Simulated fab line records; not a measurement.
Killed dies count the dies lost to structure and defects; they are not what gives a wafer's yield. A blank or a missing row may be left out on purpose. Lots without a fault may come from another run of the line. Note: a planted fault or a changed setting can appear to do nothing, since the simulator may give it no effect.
fab line records / flow berkeleyCmos170
[record] lots = 6 wafers = 18 lastDay = 12
route steps=331 shown PWELL@34
lots that met no fault: taken from a fault-free run of the same line
startH: start of the lot's first displayed wafer, in hours after the record's first day / waitH: time in hours since the lot's previous step / " unchanged from the row above / L1.1+2: a single row standing in for several wafers / - no value present, or no start provided / * or withheld: withheld / < > ~ a bound
route shown NAME@n: NAME is a module with steps in the file, n the number in the route of the first one / usual: the fault-free wafers' mean and standard deviation / same: alike in all rows / chamber/n: place in a boat / sites: readings site by site / _std_site: the values' standard deviation / _edge_site: mean of outer sites minus mean of inner sites / radiusMm: for every site, how far away it sits from the centre of the wafer / mask NAME#n: copy n / behind: the most recent tool/chamber to have shaped the wafer / hold: cause of the lot's hold/its duration in hours/its outcome / device: whichever transistor did not switch (one of n, p or np) / end of line: at the end of the route, the tests of the same wafers / step lacking rows: just its recipe / killed: dies that structure and defects cost at the first sort, which is not the same as the wafer's yield / map: dies across one wafer; x = killed, . = not, _ = none there
set.NAME: the run value of the setting; set.NAME@STEP: its run value at that earlier step / model.NAME: the simulator's own value behind a step, which no gauge read
a table for each step, a row for each wafer; lots at some steps of the route
[[steps]]
[step UCB170_PWELL_CLEAN_00]
[recipe] chemistry = SPM tempC = 120 timeS = 600
[step UCB170_PWELL_CLEAN_01]
[recipe] chemistry = dHF dilution = 25:1 timeS = 60
[step UCB170_PWELL_OXIDATION_02]
[recipe] tempC = 1000 ambient = O2 targetThkA = 264 oxTimeS = 1260
[step UCB170_PWELL_THK_MEAS_03]
[recipe] reads = SiO2_of_PWELL_OXIDATION_02
[usual] PWELL_OXIDE_THK = 26.6/0.55
lot.wafer=L364.2 tool=filmMetro-03 chamber=- startH=86.95 waitH=0.0 PWELL_OXIDE_THK[nm]=27.2
lot.wafer=L364.4 tool=filmMetro-03 chamber=- startH=86.95 waitH=0.0 PWELL_OXIDE_THK[nm]=27.0
lot.wafer=L364.5 tool=filmMetro-03 chamber=- startH=86.95 waitH=0.0 PWELL_OXIDE_THK[nm]=27.0
lot.wafer=L369.1 tool=filmMetro-03 chamber=- startH=110.78 waitH=0.0 PWELL_OXIDE_THK[nm]=26.1
lot.wafer=L369.4 tool=filmMetro-03 chamber=- startH=110.78 waitH=0.0 PWELL_OXIDE_THK[nm]=26.2
lot.wafer=L369.6 tool=filmMetro-03 chamber=- startH=110.78 waitH=0.0 PWELL_OXIDE_THK[nm]=25.6
lot.wafer=L370.3 tool=filmMetro-03 chamber=- startH=110.86 waitH=0.1 PWELL_OXIDE_THK[nm]=26.0
lot.wafer=L370.4 tool=filmMetro-03 chamber=- startH=110.86 waitH=0.1 PWELL_OXIDE_THK[nm]=26.4
lot.wafer=L370.5 tool=filmMetro-03 chamber=- startH=110.86 waitH=0.1 PWELL_OXIDE_THK[nm]=26.2
lot.wafer=L373.1 tool=filmMetro-03 chamber=- startH=134.66 waitH=0.0 PWELL_OXIDE_THK[nm]=26.1
lot.wafer=L373.3 tool=filmMetro-03 chamber=- startH=134.66 waitH=0.0 PWELL_OXIDE_THK[nm]=26.0
lot.wafer=L373.5 tool=filmMetro-03 chamber=- startH=134.66 waitH=0.0 PWELL_OXIDE_THK[nm]=26.0
lot.wafer=L374.3 tool=filmMetro-03 chamber=- startH=134.74 waitH=0.1 PWELL_OXIDE_THK[nm]=25.9
lot.wafer=L374.4 tool=filmMetro-03 chamber=- startH=134.74 waitH=0.1 PWELL_OXIDE_THK[nm]=25.9
lot.wafer=L374.6 tool=filmMetro-03 chamber=- startH=134.74 waitH=0.1 PWELL_OXIDE_THK[nm]=26.3
lot.wafer=L379.2 tool=filmMetro-03 chamber=- startH=154.73 waitH=0.0 PWELL_OXIDE_THK[nm]=25.8
lot.wafer=L379.4 tool=filmMetro-03 chamber=- startH=154.73 waitH=0.0 PWELL_OXIDE_THK[nm]=25.9
lot.wafer=L379.6 tool=filmMetro-03 chamber=- startH=154.73 waitH=0.0 PWELL_OXIDE_THK[nm]=25.7
[step UCB170_PWELL_ANNEAL_04]
[recipe] tempC = 1000 timeS = 900 ambient = N2
[step UCB170_PWELL_CVD_05]
[recipe] material = Si3N4 targetThkNm = 220 tempC = 800 precursor = SiH2Cl2/NH3 timeS = 3300 pressureMtorr = 200 sih2cl2FlowSccm = 25 nh3FlowSccm = 75
[step UCB170_PWELL_THK_MEAS_06]
[recipe] reads = Si3N4_of_PWELL_CVD_05
[usual] PWELL_NITRIDE_THK = 219.8/1.6
lot.wafer=L364.2 tool=filmMetro-03 chamber=- startH=92.91 waitH=0.0 PWELL_NITRIDE_THK[nm]=221.4
lot.wafer=L364.4 tool=filmMetro-03 chamber=- startH=92.91 waitH=0.0 PWELL_NITRIDE_THK[nm]=220.1
lot.wafer=L364.5 tool=filmMetro-03 chamber=- startH=92.91 waitH=0.0 PWELL_NITRIDE_THK[nm]=219.5
lot.wafer=L370.3 tool=filmMetro-01 chamber=- startH=117.99 waitH=0.0 PWELL_NITRIDE_THK[nm]=223.0
lot.wafer=L370.4 tool=filmMetro-01 chamber=- startH=117.99 waitH=0.0 PWELL_NITRIDE_THK[nm]=221.0
lot.wafer=L370.5 tool=filmMetro-01 chamber=- startH=117.99 waitH=0.0 PWELL_NITRIDE_THK[nm]=220.2
lot.wafer=L369.1 tool=filmMetro-03 chamber=- startH=118.03 waitH=0.1 PWELL_NITRIDE_THK[nm]=220.0
lot.wafer=L369.4 tool=filmMetro-03 chamber=- startH=118.03 waitH=0.1 PWELL_NITRIDE_THK[nm]=219.5
lot.wafer=L369.6 tool=filmMetro-03 chamber=- startH=118.03 waitH=0.1 PWELL_NITRIDE_THK[nm]=219.1
lot.wafer=L373.1 tool=filmMetro-01 chamber=- startH=141.09 waitH=0.0 PWELL_NITRIDE_THK[nm]=220.5
lot.wafer=L373.3 tool=filmMetro-01 chamber=- startH=141.09 waitH=0.0 PWELL_NITRIDE_THK[nm]=219.6
lot.wafer=L373.5 tool=filmMetro-01 chamber=- startH=141.09 waitH=0.0 PWELL_NITRIDE_THK[nm]=220.2
lot.wafer=L374.3 tool=filmMetro-04 chamber=- startH=141.11 waitH=0.0 PWELL_NITRIDE_THK[nm]=219.8
lot.wafer=L374.4 tool=filmMetro-04 chamber=- startH=141.11 waitH=0.0 PWELL_NITRIDE_THK[nm]=220.4
lot.wafer=L374.6 tool=filmMetro-04 chamber=- startH=141.11 waitH=0.0 PWELL_NITRIDE_THK[nm]=219.7
lot.wafer=L379.2 tool=filmMetro-01 chamber=- startH=160.90 waitH=0.0 PWELL_NITRIDE_THK[nm]=219.0
lot.wafer=L379.4 tool=filmMetro-01 chamber=- startH=160.90 waitH=0.0 PWELL_NITRIDE_THK[nm]=222.2
lot.wafer=L379.6 tool=filmMetro-01 chamber=- startH=160.90 waitH=0.0 PWELL_NITRIDE_THK[nm]=220.3
[step UCB170_PWELL_HMDS_07]
[recipe] primeTimeS = 60 primeTempC = 100
[step UCB170_PWELL_COAT_08]
[recipe] resist = KrF spinRpm = 1500 resistThkNm = 900
[step UCB170_PWELL_SOFTBAKE_09]
[recipe] resist = KrF tempC = 130 timeS = 60
[step UCB170_PWELL_EXPOSE_10]
[recipe] maskId = PWELL targetCdNm = 3000 na = 0.5 sigmaOuter = 0.6 sourceShape = conventional doseMj = 19
[step UCB170_PWELL_PEB_11]
[recipe] pebTempC = 130 pebTimeS = withheld resist = KrF
[step UCB170_PWELL_DEVELOP_12]
[recipe] developer = TMAH developTimeS = 45 resist = KrF devTempC = 21
[usual] chillPlateTempC = 22.98/0.11 developTimeS = 45/0
lot.wafer=L364.2 tool=lithoTrack-04 chamber=0 startH=93 waitH=- chillPlateTempC=22.89 developTimeS=45 model.KrF_of_PWELL_COAT_08.thkNm=888.4
lot.wafer=L364.4 tool=lithoTrack-04 chamber=0 startH=94 waitH=- chillPlateTempC=22.88 developTimeS=45 model.KrF_of_PWELL_COAT_08.thkNm=888.2
lot.wafer=L364.5 tool=lithoTrack-04 chamber=0 startH=94 waitH=- chillPlateTempC=23.00 developTimeS=45 model.KrF_of_PWELL_COAT_08.thkNm=889.1
lot.wafer=L369.1 tool=lithoTrack-01 chamber=- startH=119 waitH=- chillPlateTempC=- developTimeS=- model.KrF_of_PWELL_COAT_08.thkNm=903.7
lot.wafer=L369.4 tool=lithoTrack-01 chamber=- startH=119 waitH=- chillPlateTempC=- developTimeS=- model.KrF_of_PWELL_COAT_08.thkNm=901.1
lot.wafer=L369.6 tool=lithoTrack-01 chamber=- startH=119 waitH=- chillPlateTempC=- developTimeS=- model.KrF_of_PWELL_COAT_08.thkNm=901.5
lot.wafer=L370.3 tool=lithoTrack-02 chamber=- startH=119 waitH=- chillPlateTempC=- developTimeS=- model.KrF_of_PWELL_COAT_08.thkNm=896.1
lot.wafer=L370.4 tool=lithoTrack-02 chamber=- startH=119 waitH=- chillPlateTempC=- developTimeS=- model.KrF_of_PWELL_COAT_08.thkNm=895.3
lot.wafer=L370.5 tool=lithoTrack-02 chamber=- startH=119 waitH=- chillPlateTempC=- developTimeS=- model.KrF_of_PWELL_COAT_08.thkNm=894.8
lot.wafer=L373.1 tool=lithoTrack-04 chamber=0 startH=142 waitH=- chillPlateTempC=22.83 developTimeS=45 model.KrF_of_PWELL_COAT_08.thkNm=887.6
lot.wafer=L373.3 tool=lithoTrack-04 chamber=0 startH=142 waitH=- chillPlateTempC=23.10 developTimeS=45 model.KrF_of_PWELL_COAT_08.thkNm=887.5
lot.wafer=L373.5 tool=lithoTrack-04 chamber=0 startH=142 waitH=- chillPlateTempC=23.04 developTimeS=45 model.KrF_of_PWELL_COAT_08.thkNm=886.1
lot.wafer=L374.3 tool=lithoTrack-02 chamber=0 startH=142 waitH=- chillPlateTempC=22.89 developTimeS=45 model.KrF_of_PWELL_COAT_08.thkNm=884.1
lot.wafer=L374.4 tool=lithoTrack-02 chamber=0 startH=142 waitH=- chillPlateTempC=22.92 developTimeS=45 model.KrF_of_PWELL_COAT_08.thkNm=884.8
lot.wafer=L374.6 tool=lithoTrack-02 chamber=0 startH=142 waitH=- chillPlateTempC=22.90 developTimeS=45 model.KrF_of_PWELL_COAT_08.thkNm=885.4
lot.wafer=L379.2 tool=lithoTrack-04 chamber=0 startH=162 waitH=- chillPlateTempC=22.97 developTimeS=45 model.KrF_of_PWELL_COAT_08.thkNm=886.5
lot.wafer=L379.4 tool=lithoTrack-04 chamber=0 startH=162 waitH=- chillPlateTempC=22.89 developTimeS=45 model.KrF_of_PWELL_COAT_08.thkNm=884.8
lot.wafer=L379.6 tool=lithoTrack-04 chamber=0 startH=162 waitH=- chillPlateTempC=22.91 developTimeS=45 model.KrF_of_PWELL_COAT_08.thkNm=887.2
[step UCB170_PWELL_OVL_MEAS_13]
[usual] PWELL_OVL = -2/5.7
lot.wafer=L364.2 tool=overlay-01 chamber=- startH=96.64 waitH=- PWELL_OVL[nm]=0
lot.wafer=L364.4 tool=overlay-01 chamber=- startH=96.64 waitH=- PWELL_OVL[nm]=3
lot.wafer=L364.5 tool=overlay-01 chamber=- startH=96.64 waitH=- PWELL_OVL[nm]=-3
lot.wafer=L369.1 tool=overlay-02 chamber=- startH=119.92 waitH=- PWELL_OVL[nm]=-
lot.wafer=L369.4 tool=overlay-02 chamber=- startH=119.92 waitH=- PWELL_OVL[nm]=-
lot.wafer=L369.6 tool=overlay-02 chamber=- startH=119.92 waitH=- PWELL_OVL[nm]=-
lot.wafer=L370.3 tool=overlay-01 chamber=- startH=119.93 waitH=- PWELL_OVL[nm]=-
lot.wafer=L370.4 tool=overlay-01 chamber=- startH=119.93 waitH=- PWELL_OVL[nm]=-
lot.wafer=L370.5 tool=overlay-01 chamber=- startH=119.93 waitH=- PWELL_OVL[nm]=-
lot.wafer=L373.1 tool=overlay-02 chamber=- startH=142.24 waitH=- PWELL_OVL[nm]=1
lot.wafer=L373.3 tool=overlay-02 chamber=- startH=142.24 waitH=- PWELL_OVL[nm]=4
lot.wafer=L373.5 tool=overlay-02 chamber=- startH=142.24 waitH=- PWELL_OVL[nm]=0
lot.wafer=L374.3 tool=overlay-02 chamber=- startH=142.49 waitH=- PWELL_OVL[nm]=-5
lot.wafer=L374.4 tool=overlay-02 chamber=- startH=142.49 waitH=- PWELL_OVL[nm]=-5
lot.wafer=L374.6 tool=overlay-02 chamber=- startH=142.49 waitH=- PWELL_OVL[nm]=-4
lot.wafer=L379.2 tool=overlay-02 chamber=- startH=162.19 waitH=- PWELL_OVL[nm]=-2
lot.wafer=L379.4 tool=overlay-02 chamber=- startH=162.19 waitH=- PWELL_OVL[nm]=-5
lot.wafer=L379.6 tool=overlay-02 chamber=- startH=162.19 waitH=- PWELL_OVL[nm]=-12
[[key]]
[firstSign] step = UCB170_PWELL_DEVELOP_12 reading = toolRecord direction = missing
effect none on later readings
[modelEffect] step = UCB170_PWELL_DEVELOP_12 value = KrF_of_PWELL_COAT_08.thkNm without = 884.6 struck = 898.8
metAt UCB170_PWELL_DEVELOP_12
struckWafers L369.1,L369.4,L369.6,L370.3,L370.4,L370.5
laterRowsLeftOut L369.1,L369.4,L369.6,L370.3,L370.4,L370.5
sortLeftOut L369.1,L369.4,L369.6,L370.3,L370.4,L370.5
testerLeftOut L369,L370
[fault] kind = skippedStepWhole tool = lithoTrack-01,lithoTrack-02 chamber = - onsetH = 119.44 steps = UCB170_PWELL_DEVELOP_12 scope = struckLotsOnly
// testerLeftOut: of these lots the tester's yield and bins aren't shown, on N5 and GAA mostly nor the transistor test; their killed dies are dies lost to structure and defects alone, not to doping, threshold or leakage, so they don't give the yield
// sortLeftOut: the simulated sort isn't trusted on such a fault, so these wafers' sort isn't shown, and their yield isn't known
// laterRowsLeftOut: the simulator's readings of these wafers behind a module that went badly wrong aren't trusted and aren't shown, but for the sort
